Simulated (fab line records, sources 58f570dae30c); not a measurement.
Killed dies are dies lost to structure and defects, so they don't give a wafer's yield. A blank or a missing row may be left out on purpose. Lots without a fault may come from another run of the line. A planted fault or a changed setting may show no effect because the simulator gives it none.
Which tool did it? | flow berkeley_cmos170 | 15 lots, 45 wafers sampled, at 6 steps of a route of 331

WHAT THE GAUGES READ, wafer by wafer
UCB170_NWELL_THK_MEAS_05.
lot  | measured    | on            | NWELL_NITRIDE_THK (nm)
L366 | day 2 22:15 | film_metro-01 | 224.4 225.2 225.1
L367 | day 3 07:16 | film_metro-03 | 222.0 224.6 223.8
L368 | day 3 07:16 | film_metro-02 | 222.6 225.8 224.3
L369 | day 3 17:40 | film_metro-01 | 224.4 224.6 224.2
L372 | day 4 03:52 | film_metro-01 | 223.5 221.1 220.7
L373 | day 4 08:41 | film_metro-03 | 222.3 222.9 223.1
L375 | day 4 15:08 | film_metro-02 | 223.8 223.1 223.0
L377 | day 5 02:29 | film_metro-03 | 223.5 222.8 222.4
L380 | day 5 04:59 | film_metro-02 | 224.7 229.2 228.4
L381 | day 5 12:49 | film_metro-03 | 223.7 224.4 224.4
L383 | day 5 20:51 | film_metro-03 | 225.4 226.7 226.4
L385 | day 6 07:49 | film_metro-01 | 222.6 225.0 224.2
L386 | day 6 10:24 | film_metro-02 | 223.7 224.3 225.7
L387 | day 6 18:14 | film_metro-02 | 226.2 226.9 227.6
L388 | day 6 23:38 | film_metro-01 | 224.2 222.2 222.1

UCB170_NLDD_TW_MEAS_11.
lot  | measured     | on            | NLDD_TW
L366 | day 7 07:19  | film_metro-04 | 2207 2214 2206
L367 | day 7 06:45  | film_metro-02 | 2225 2215 2207
L368 | day 7 07:07  | film_metro-04 | 2216 2202 2212
L369 | day 7 18:01  | film_metro-02 | 2040 2022 2041
L372 | day 8 15:32  | film_metro-04 | 2214 2209 2205
L373 | day 8 15:10  | film_metro-04 | 2044 2035 2044
L375 | day 8 15:39  | film_metro-02 | 2026 2037 2024
L377 | day 9 14:56  | film_metro-01 | 2239 2225 2233
L380 | day 9 14:49  | film_metro-04 | 2223 2216 2205
L381 | day 9 22:40  | film_metro-04 | 2217 2217 2218
L383 | day 10 04:06 | film_metro-04 | 2193 2198 2194
L385 | day 10 22:06 | film_metro-04 | 2220 2200 2205
L386 | day 10 21:46 | film_metro-01 | 2241 2246 2244
L387 | day 11 06:19 | film_metro-04 | 2208 2227 2216
L388 | day 11 15:19 | film_metro-02 | 2211 2207 2213

UCB170_SDANNEAL_RS_MEAS_05: measures by four-point-probe.
lot  | measured     | on            | NLDD_RS (ohm/sq)
L366 | day 7 22:26  | film_metro-04 | 618.7 617.0 617.1
L367 | day 7 21:13  | film_metro-02 | 614.7 616.3 616.0
L368 | day 7 22:02  | film_metro-01 | 617.5 618.5 620.6
L369 | day 8 05:28  | film_metro-02 | 754.8 755.5 754.3
L372 | day 9 11:31  | film_metro-02 | 613.7 613.5 614.0
L373 | day 9 11:30  | film_metro-01 | 753.3 754.4 751.9
L375 | day 9 12:33  | film_metro-04 | 755.8 755.5 754.1
L377 | day 10 02:13 | film_metro-04 | 617.3 617.9 618.1
L380 | day 10 01:22 | film_metro-04 | 615.4 616.1 615.4
L381 | day 10 08:19 | film_metro-01 | 616.5 616.3 617.5
L383 | day 10 18:32 | film_metro-01 | 619.4 618.1 617.5
L385 | day 11 09:01 | film_metro-04 | 614.3 613.9 613.8
L386 | day 11 08:38 | film_metro-01 | 615.3 614.4 616.9
L387 | day 11 18:02 | film_metro-01 | 615.1 615.9 615.2
L388 | day 12 00:37 | film_metro-02 | 615.0 615.9 616.6

UCB170_M2_THK_MEAS_03: measures by xrf.
lot  | measured     | on            | M2_AL_THK (nm)
L366 | day 8 18:38  | film_metro-04 | 945 947 927
L367 | day 8 18:03  | film_metro-04 | 952 949 944
L368 | day 8 18:43  | film_metro-01 | 956 957 964
L369 | day 9 02:41  | film_metro-01 | 957 954 958
L372 | day 10 05:31 | film_metro-03 | 927 942 943
L373 | day 10 04:39 | film_metro-04 | 946 959 946
L375 | day 10 05:43 | film_metro-03 | 930 936 931
L377 | day 10 20:35 | film_metro-04 | 961 935 924
L380 | day 10 17:34 | film_metro-03 | 958 945 939
L381 | day 11 05:07 | film_metro-01 | 952 954 955
L383 | day 11 10:59 | film_metro-01 | 959 959 960
L385 | day 11 22:59 | film_metro-03 | 941 923 939
L386 | day 11 23:00 | film_metro-01 | 963 955 959
L387 | day 12 10:26 | film_metro-03 | 933 931 945
L388 | day 12 13:13 | film_metro-01 | 978 960 969

WHICH TOOL RAN EACH LOT (tool, then ch and the chambers of the sampled wafers, then the start)
lot  | UCB170_NLDD_IMPLANT_09          | UCB170_M1_STRIP_13
L366 | implanter-03 ch 0, day 7 07:06  | plasma_asher-02 ch 0,1, day 8 11:34
L367 | implanter-03 ch 0, day 7 06:30  | plasma_asher-02 ch 0,1, day 8 11:16
L368 | implanter-04 ch 0, day 7 06:52  | plasma_asher-01 ch 0,1, day 8 11:36
L369 | implanter-03 ch 0, day 7 17:46  | plasma_asher-03 ch 0,1, day 8 15:34
L372 | implanter-01 ch 0, day 8 15:18  | plasma_asher-03 ch 0,1, day 9 20:15
L373 | implanter-03 ch 0, day 8 14:55  | plasma_asher-01 ch 0,1, day 9 19:41
L375 | implanter-03 ch 0, day 8 15:26  | plasma_asher-01 ch 0,1, day 9 20:24
L377 | implanter-04 ch 0, day 9 14:42  | plasma_asher-02 ch 0,1, day 10 11:56
L380 | implanter-01 ch 0, day 9 14:34  | plasma_asher-03 ch 0,1, day 10 10:15
L381 | implanter-04 ch 0, day 9 22:26  | plasma_asher-01 ch 0,1, day 10 20:16
L383 | implanter-01 ch 0, day 10 03:52 | plasma_asher-01 ch 0, day 11 03:26
L385 | implanter-01 ch 0, day 10 21:52 | plasma_asher-02 ch 1, day 11 16:25
L386 | implanter-04 ch 0, day 10 21:31 | plasma_asher-01 ch 0,1, day 11 16:15
L387 | implanter-01 ch 0, day 11 05:59 | plasma_asher-01 ch 0,1, day 12 01:11
L388 | implanter-01 ch 0, day 11 15:04 | plasma_asher-01 ch 0,1, day 12 08:23
- UCB170_NLDD_IMPLANT_09
- UCB170_M1_STRIP_13: strips in O2.

WHAT THE TOOLS THEMSELVES READ (means of the sampled wafers that have a number; where no wafer has one, the mark that the record gives instead)
UCB170_NLDD_IMPLANT_09.
lot  | tool         | beam_on_s (s) | dose_ions_cm2 | faraday_current_uA
L366 | implanter-03 | 9.92          | 5e+13         | 160
L367 | implanter-03 | 9.89          | 5e+13         | 161
L368 | implanter-04 | 9.96          | 5e+13         | 159
L369 | implanter-03 | 10.15         | 2e+13         | 73
L372 | implanter-01 | 9.89          | 5e+13         | 161
L373 | implanter-03 | 10.05         | 2e+13         | 74
L375 | implanter-03 | 10.21         | 2e+13         | 73
L377 | implanter-04 | 10.05         | 5e+13         | 158
L380 | implanter-01 | 10.01         | 5e+13         | 158
L381 | implanter-04 | 10.04         | 5e+13         | 158
L383 | implanter-01 | 9.80          | 5e+13         | 162
L385 | implanter-01 | 10.09         | 5e+13         | 157
L386 | implanter-04 | 9.89          | 5e+13         | 160
L387 | implanter-01 | 9.85          | 5e+13         | 161
L388 | implanter-01 | 9.85          | 5e+13         | 162

UCB170_M1_STRIP_13.
lot  | tool            | drypump_motor_current_A (A) | oes_product_au (a.u.)
L366 | plasma_asher-02 | 6.0                         | 0.721
L367 | plasma_asher-02 | 6.0                         | 0.720
L368 | plasma_asher-01 | 5.9                         | 0.719
L369 | plasma_asher-03 | 5.9                         | 0.716
L372 | plasma_asher-03 | 5.9                         | 0.720
L373 | plasma_asher-01 | 6.2                         | 0.723
L375 | plasma_asher-01 | 6.2                         | 0.715
L377 | plasma_asher-02 | 6.0                         | 0.718
L380 | plasma_asher-03 | 5.9                         | 0.721
L381 | plasma_asher-01 | 6.2                         | 0.720
L383 | plasma_asher-01 | 5.5                         | 0.723
L385 | plasma_asher-02 | 5.8                         | 0.720
L386 | plasma_asher-01 | 5.9                         | 0.718
L387 | plasma_asher-01 | 5.9                         | 0.721
L388 | plasma_asher-01 | 5.9                         | 0.718

THE ANSWER, worked out from the rows above alone
Rule: what is usual is taken from the lots themselves. Put in order of their means at a reading, lots are off if they are a third of the lots or fewer, leave a main group of 4 or more, and stand apart from it by a gap of 3 or more times the standard deviation of the main group's means; of several such gaps the widest counts. A main group whose means are all the same, to the digits that the tables above print for the reading, isn't used. A lot without any number at a reading at which 4 lots or more have one is off too. The other lots that the step has rows for count as sound. The gauges are gone through in route order, then the tools' own readings, and for those a lot's mean is taken as printed above. The first step at which some lot is off is used, and at that step the reading that is off furthest; a lot without a number counts as furthest.
Off: L369, L373, L375, at UCB170_NLDD_TW_MEAS_11 (NLDD_TW). The main group: mean 2215, standard deviation 12.
A tool fits if, at a process step before that reading, it ran every lot that is off, and no sound lot after the first of them. The gauges at UCB170_NLDD_TW_MEAS_11 aren't tried: what is off there is off at UCB170_NLDD_IMPLANT_09 too, on other tools, and a gauge's error can't cause that. One fits: implanter-03 at UCB170_NLDD_IMPLANT_09. Its last sound lot is L366 (day 7 07:06), its first lot that is off L369 (day 7 17:46): a fault that began between those two fits.
The tool's own readings at UCB170_NLDD_IMPLANT_09 bear it out: on the lots that are off they differ by more than 5 times the standard deviation of the sound lots' means. dose_ions_cm2 reads 2e+13 there against 5e+13 on the sound lots; faraday_current_uA reads 73 there against 160 on the sound lots.

WHAT THE SIMULATOR HAD PUT IN
Process parameter drift: implanter-03, from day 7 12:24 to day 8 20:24, at UCB170_NLDD_IMPLANT_09. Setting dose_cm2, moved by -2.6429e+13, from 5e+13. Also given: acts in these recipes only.
Lots struck among those shown: L369, L373, L375. The rule above found the same.
